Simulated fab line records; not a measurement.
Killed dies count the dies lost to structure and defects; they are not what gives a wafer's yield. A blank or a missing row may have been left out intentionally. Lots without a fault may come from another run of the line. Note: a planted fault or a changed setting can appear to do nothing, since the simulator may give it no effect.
Chamber matching | flow berkeley-cmos170 | wet-bench-04 running UCB170_CONTACT_CLEAN_07: 4 sister chambers
The step cleans in SPM, time 600 s. 24 wafers are shown with their chamber, then 12 later ones without.

== WAFERS, EACH WITH ITS CHAMBER ==
wafer  | chamber | bath-heat-duty-pct (%) | bath-guard-temp-C (C)
L512.2 | 2       | 12.6                   | 120.8
L512.5 | 2       | 12.7                   | 120.5
L512.6 | 2       | 14.1                   | 120.7
L510.1 | 3       | 12.9                   | 119.7
L510.4 | 3       | 13.4                   | 119.8
L510.5 | 3       | 13.4                   | 119.8
L511.4 | 1       | 14.8                   | 119.9
L511.5 | 1       | 15.0                   | 119.9
L511.6 | 1       | 16.5                   | 120.4
L513.1 | 0       | 9.6                    | 119.5
L513.3 | 0       | 9.8                    | 119.2
L513.5 | 0       | 8.7                    | 119.3
L515.1 | 0       | 10.2                   | 118.9
L515.2 | 0       | 10.4                   | 119.2
L515.6 | 0       | 9.2                    | 119.6
L514.3 | 2       | 12.3                   | 120.8
L514.4 | 2       | 13.2                   | 120.9
L514.6 | 2       | 12.8                   | 120.6
L518.2 | 1       | 16.3                   | 120.2
L518.4 | 1       | 15.0                   | 119.9
L518.6 | 1       | 15.1                   | 120.1
L517.1 | 1       | 14.0                   | 119.9
L517.2 | 1       | 15.7                   | 120.1
L517.3 | 1       | 16.3                   | 119.8

SIGNATURES (averages over the wafers above)
reading            | chamber 0 | chamber 1 | chamber 2 | chamber 3 | scatter within a chamber
bath-heat-duty-pct | 9.650     | 15.411    | 12.950    | 13.233    | 0.701
bath-guard-temp-C  | 119.283   | 120.022   | 120.717   | 119.767   | 0.19
Rule: distance of a wafer from a chamber = root of the sum over the readings of ((wafer's reading minus chamber's mean) / reading's scatter) squared. If the next closest chamber is less than 2 further off than the closest, the wafer can't be placed; otherwise it belongs to the closest. The scatter: the root of (the sum of the squares of (reading less its chamber's mean) over the shown wafers, divided by (wafers less chambers)).

== WAFERS WITH NO CHAMBER GIVEN ==
wafer  | bath-heat-duty-pct (%) | bath-guard-temp-C (C)
L519.2 | 13.0                   | 120.0
L519.3 | 14.1                   | 119.9
L519.5 | 12.7                   | 119.8
L520.3 | 13.2                   | 119.4
L520.4 | 13.3                   | 119.8
L520.5 | 14.2                   | 120.0
L526.1 | 9.6                    | 119.3
L526.5 | 9.4                    | 119.5
L526.6 | 9.6                    | 119.1
L527.1 | 13.9                   | 120.9
L527.5 | 12.7                   | 120.7
L527.6 | 12.1                   | 121.0

== EACH ONE'S CHAMBER ==
wafer  | from the rows above     | in truth
L519.2 | 3                       | 3
L519.3 | can't be placed: 3 or 1 | 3
L519.5 | 3                       | 3
L520.3 | 3                       | 3
L520.4 | 3                       | 3
L520.5 | can't be placed: 1 or 3 | 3
L526.1 | 0                       | 0
L526.5 | 0                       | 0
L526.6 | 0                       | 0
L527.1 | 2                       | 2
L527.5 | 2                       | 2
L527.6 | 2                       | 2
10 of 12 placed correctly. These rows do not allow placing 2 (true chamber among the candidates in 2). Placed wrongly: 0.
